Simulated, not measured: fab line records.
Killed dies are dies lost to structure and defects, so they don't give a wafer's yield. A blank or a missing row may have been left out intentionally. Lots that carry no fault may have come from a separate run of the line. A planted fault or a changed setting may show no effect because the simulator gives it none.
What tool caused it? / flow rit_cmos / Sampling: 13 lots, 39 wafers, 4 of 202 route steps

== WHAT THE GAUGES READ, wafer by wafer ==
RIT_NSD_OVL_MEAS_06. Usual: NSD_OVL gives -0.1 nm (standard deviation 1.1).
lot=L672; measured=day 3 15:51; on=overlay-01; NSD_OVL (nm)=-0.1 0.6 0.1; flag=
lot=L673; measured=day 3 19:35; on=overlay-01; NSD_OVL (nm)=3.1 -1.6 0.7; flag=
lot=L674; measured=day 3 22:05; on=overlay-02; NSD_OVL (nm)=-0.8 -0.5 0.2; flag=
lot=L676; measured=day 4 15:37; on=overlay-01; NSD_OVL (nm)=-0.2 2.7 -0.4; flag=
lot=L677; measured=day 4 23:43; on=overlay-02; NSD_OVL (nm)=0.9 -0.8 1.1; flag=
lot=L679; measured=day 5 04:35; on=overlay-02; NSD_OVL (nm)=1.6 0.5 0.4; flag=
lot=L680; measured=day 5 11:37; on=overlay-02; NSD_OVL (nm)=1.2 1.4 0.3; flag=
lot=L683; measured=day 6 11:34; on=overlay-01; NSD_OVL (nm)=- - -; flag=OFF
lot=L691; measured=day 7 20:20; on=overlay-01; NSD_OVL (nm)=-2.0 -1.4 -1.3; flag=
lot=L690; measured=day 7 22:55; on=overlay-01; NSD_OVL (nm)=-0.5 0.0 0.0; flag=
lot=L692; measured=day 7 23:15; on=overlay-02; NSD_OVL (nm)=-1.7 -1.6 -2.5; flag=
lot=L693; measured=day 8 00:43; on=overlay-02; NSD_OVL (nm)=0.9 1.0 -0.1; flag=
lot=L694; measured=day 8 04:05; on=overlay-02; NSD_OVL (nm)=1.1 -0.3 -1.7; flag=

RIT_NSD_TW_MEAS_10. Usual: NSD_TW gives 3143 (standard deviation 16).
lot=L672; measured=day 3 16:22; on=film_metro-01; NSD_TW=3107 3139 3133; flag=
lot=L673; measured=day 3 20:05; on=film_metro-02; NSD_TW=3131 3145 3128; flag=
lot=L674; measured=day 3 22:37; on=film_metro-01; NSD_TW=3133 3119 3148; flag=
lot=L676; measured=day 4 16:08; on=film_metro-02; NSD_TW=3141 3150 3145; flag=
lot=L677; measured=day 5 00:14; on=film_metro-01; NSD_TW=3159 3132 3153; flag=
lot=L679; measured=day 5 05:06; on=film_metro-04; NSD_TW=3143 3144 3162; flag=
lot=L680; measured=day 5 12:08; on=film_metro-01; NSD_TW=3168 3164 3159; flag=
lot=L683; measured=day 6 12:05; on=film_metro-02; NSD_TW=30 30 30; flag=OFF
lot=L691; measured=day 7 20:58; on=film_metro-01; NSD_TW=3136 3143 3141; flag=
lot=L690; measured=day 7 23:26; on=film_metro-01; NSD_TW=3135 3151 3152; flag=
lot=L692; measured=day 7 23:46; on=film_metro-04; NSD_TW=3151 3178 3137; flag=
lot=L693; measured=day 8 01:21; on=film_metro-04; NSD_TW=3172 3166 3166; flag=
lot=L694; measured=day 8 04:37; on=film_metro-01; NSD_TW=3147 3137 3159; flag=

RIT_PSD_TW_MEAS_10. Usual: PSD_TW gives 3459 (standard deviation 20).
lot=L672; measured=day 3 17:47; on=film_metro-04; PSD_TW=3456 3478 3467; flag=
lot=L673; measured=day 3 21:38; on=film_metro-04; PSD_TW=3447 3460 3466; flag=
lot=L674; measured=day 4 00:21; on=film_metro-04; PSD_TW=3489 3483 3478; flag=
lot=L676; measured=day 4 17:41; on=film_metro-01; PSD_TW=3483 3465 3473; flag=
lot=L677; measured=day 5 01:39; on=film_metro-02; PSD_TW=3451 3458 3427; flag=
lot=L679; measured=day 5 06:31; on=film_metro-01; PSD_TW=3495 3486 3503; flag=
lot=L680; measured=day 5 13:49; on=film_metro-02; PSD_TW=3433 3428 3427; flag=
lot=L683; measured=day 6 13:44; on=film_metro-04; PSD_TW=3687 3702 3673; flag=OFF
lot=L691; measured=day 7 22:28; on=film_metro-02; PSD_TW=3450 3430 3420; flag=
lot=L690; measured=day 8 01:08; on=film_metro-01; PSD_TW=3433 3447 3446; flag=
lot=L692; measured=day 8 01:32; on=film_metro-02; PSD_TW=3440 3432 3444; flag=
lot=L693; measured=day 8 03:05; on=film_metro-01; PSD_TW=3423 3441 3440; flag=
lot=L694; measured=day 8 06:02; on=film_metro-01; PSD_TW=3442 3436 3462; flag=

== TOOL THAT RAN EACH LOT (tool first, then ch and the chambers of the sampled wafers, then the start) ==
lot=L672; RIT_NSD_EXPOSE_03=iline_stepper-01 ch 0, day 3 15:27
lot=L673; RIT_NSD_EXPOSE_03=iline_stepper-02 ch 0, day 3 19:11
lot=L674; RIT_NSD_EXPOSE_03=iline_stepper-01 ch 0, day 3 21:43
lot=L676; RIT_NSD_EXPOSE_03=iline_stepper-02 ch 0, day 4 15:15
lot=L677; RIT_NSD_EXPOSE_03=iline_stepper-02 ch 0, day 4 23:19
lot=L679; RIT_NSD_EXPOSE_03=iline_stepper-02 ch 0, day 5 04:11
lot=L680; RIT_NSD_EXPOSE_03=iline_stepper-02 ch 0, day 5 11:15
lot=L683; RIT_NSD_EXPOSE_03=iline_stepper-02 ch 0, day 6 11:10
lot=L691; RIT_NSD_EXPOSE_03=iline_stepper-02 ch 0, day 7 19:46
lot=L690; RIT_NSD_EXPOSE_03=iline_stepper-01 ch 0, day 7 22:32
lot=L692; RIT_NSD_EXPOSE_03=iline_stepper-01 ch 0, day 7 22:52
lot=L693; RIT_NSD_EXPOSE_03=iline_stepper-01 ch 0, day 8 00:19
lot=L694; RIT_NSD_EXPOSE_03=iline_stepper-01 ch 0, day 8 03:37
- RIT_NSD_EXPOSE_03: exposes mask M9, target cd 40700 nm.

== AS READ BY THE TOOLS THEMSELVES (means over the sampled wafers that have a number; for cases with no such wafer, the mark the record gives instead) ==
The record holds no such reading with a usual standard deviation.

== THE ANSWER, worked out from the rows above alone ==
Rule: take the mean of a lot's wafers that have a number; if it is more than 3 standard deviations from the usual mean, the lot is off. Also off: a lot with no number at a reading for which 4 or more lots have one. Any other lot the step has rows for is counted as sound. First the gauges in route order, then the tools' own readings, where a lot's mean is used as printed above. At the first step where some lot is off, the reading lying furthest off is the one used; lots without a number count as furthest.
Off: at RIT_NSD_OVL_MEAS_06 (NSD_OVL), L683. Without a number there: L683.
If a tool, at a process step before that reading, ran all the lots that are off and no sound lot after the first of them, it fits. The gauges at RIT_NSD_OVL_MEAS_06 aren't tried: what is off there is off at RIT_NSD_TW_MEAS_10 too, on other tools, and a gauge's error can't cause that. No candidate that was tried fits.

== WHAT HAD BEEN PUT IN BY THE SIMULATOR ==
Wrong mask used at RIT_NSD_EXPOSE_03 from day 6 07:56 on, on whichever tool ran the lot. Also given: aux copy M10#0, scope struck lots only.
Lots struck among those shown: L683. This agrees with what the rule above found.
